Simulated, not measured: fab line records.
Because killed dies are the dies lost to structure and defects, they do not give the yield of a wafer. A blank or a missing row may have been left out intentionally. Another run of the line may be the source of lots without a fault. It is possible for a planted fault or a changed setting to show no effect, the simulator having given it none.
8D (eight disciplines) problem report, filled in by code + flow berkeley_cmos170 + the parts of the form that need people (team, actions taken, sign-off) are left out

== 1. WHAT IS WRONG ==
Wafers with no fault read 319.3 s with a standard deviation of 0.45, whereas run_length_s at UCB170_V1_ETCH_14 reads a mean of 279.4 s on 1 wafer of 1 lot. Relative to the usual mean, that is a shift of -89 standard deviations.
The step: etches SiO2 in CHF3/CF4/Ar, stops on Al, target depth 1250 nm, time 291 s.
First seen on wafer L411.2, day 9 12:05, on rie_diel-01. At this step, 15 wafers from 5 lots have a number in the record. The rule behind "out" and "out of limits": a value lying over 4 standard deviations away from the usual mean. The other wafers with a number count as sound.

== 2. WHAT IT IS AND WHAT IT IS NOT ==
| question                    | is                           | is not                                                                         |
|-----------------------------|------------------------------|--------------------------------------------------------------------------------|
| which readings at this step | run_length_s, oes_product_au | drypump_motor_current_A, mfc_ar_sccm                                           |
| which lots                  | L411                         | L403, L417, L418, L425                                                         |
| which wafers of those lots  | L411.2                       | L411.3, L411.5                                                                 |
| read on which tools         | rie_diel-01                  | rie_diel-02, rie_diel-04                                                       |
| when                        | from day 9 12:05             | up to then (5 sound wafers); but 9 sound wafers of L417, L418, L425 came after |

== 3. SUSPECTS, AND WHAT RULES EACH OUT ==
Counting: a tool at a process step up to the reading stays a suspect if it ran every lot that is out. Sound lots after the first of them don't rule it out here, since some wafers of a struck lot are sound.
- cmp-02 at UCB170_V1_CMP_02 (polishes SiO2): kept. It ran the lot that is out, L411 (day 9 09:34).
- rie_diel-01 at UCB170_V1_ETCH_14 (etches SiO2 in CHF3/CF4/Ar, stops on Al, target depth 1250 nm, time 291 s): kept. It processed L411, the lot that is out, at day 9 12:05, and its most recent sound lot before then was L403 at day 7 06:11. Its own readings are out on those wafers: oes_product_au, run_length_s.
- At UCB170_V1_ETCH_14, inside rie_diel-01: chamber 0 took the wafers that are out, while their sound lot-mates went through chambers 1, 2.
The count leaves rie_diel-01 at UCB170_V1_ETCH_14 and cmp-02 at UCB170_V1_CMP_02.

== 4. THE CAUSE (what the simulator had put in) ==
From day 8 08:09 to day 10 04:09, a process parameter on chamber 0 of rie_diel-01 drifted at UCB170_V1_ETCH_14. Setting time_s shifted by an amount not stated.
This tool is one of the 2 suspects left after counting.

== 5. SEQUENCE OF EFFECTS, ordered by route ==
Each row: a reading where the mean over the struck wafers with a number is more than 3 standard deviations away from the usual. Only readings whose record carries a usual standard deviation are examined. hours: median over the lots of the time between each lot's start at the first step of this table that gives one and its start at this step. sigmas: the change, counted in usual standard deviations.
| hours | step               | reading                  | usual      | on struck wafers | change | sigmas |
|-------|--------------------|--------------------------|------------|------------------|--------|--------|
| 0     | UCB170_V1_ETCH_14  | oes_product_au           | 0.877 a.u. | 1.003            | +0.126 | +7.0   |
| 0     | UCB170_V1_ETCH_14  | run_length_s             | 319.3 s    | 279.4            | -39.9  | -89    |
| 0     | UCB170_V1_STRIP_15 | strip_time_to_endpoint_s | 15.28 s    | 16.22            | +0.94  | +7.8   |
It contains these process steps:
- UCB170_V1_ETCH_14: etches SiO2 in CHF3/CF4/Ar, stops on Al, target depth 1250 nm, time 291 s.
- UCB170_V1_STRIP_15: strips in O2.
Later steps that measure or inspect, where all struck wafers having a row at the step show a number for every such reading and not one has moved that far: UCB170_V1_CD_MEAS_90.

== 6. HOW IT WOULD HAVE BEEN CAUGHT EARLIER ==
In this record the first reading out of limits was taken at day 9 12:05, 28 hours after the fault began at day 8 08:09.
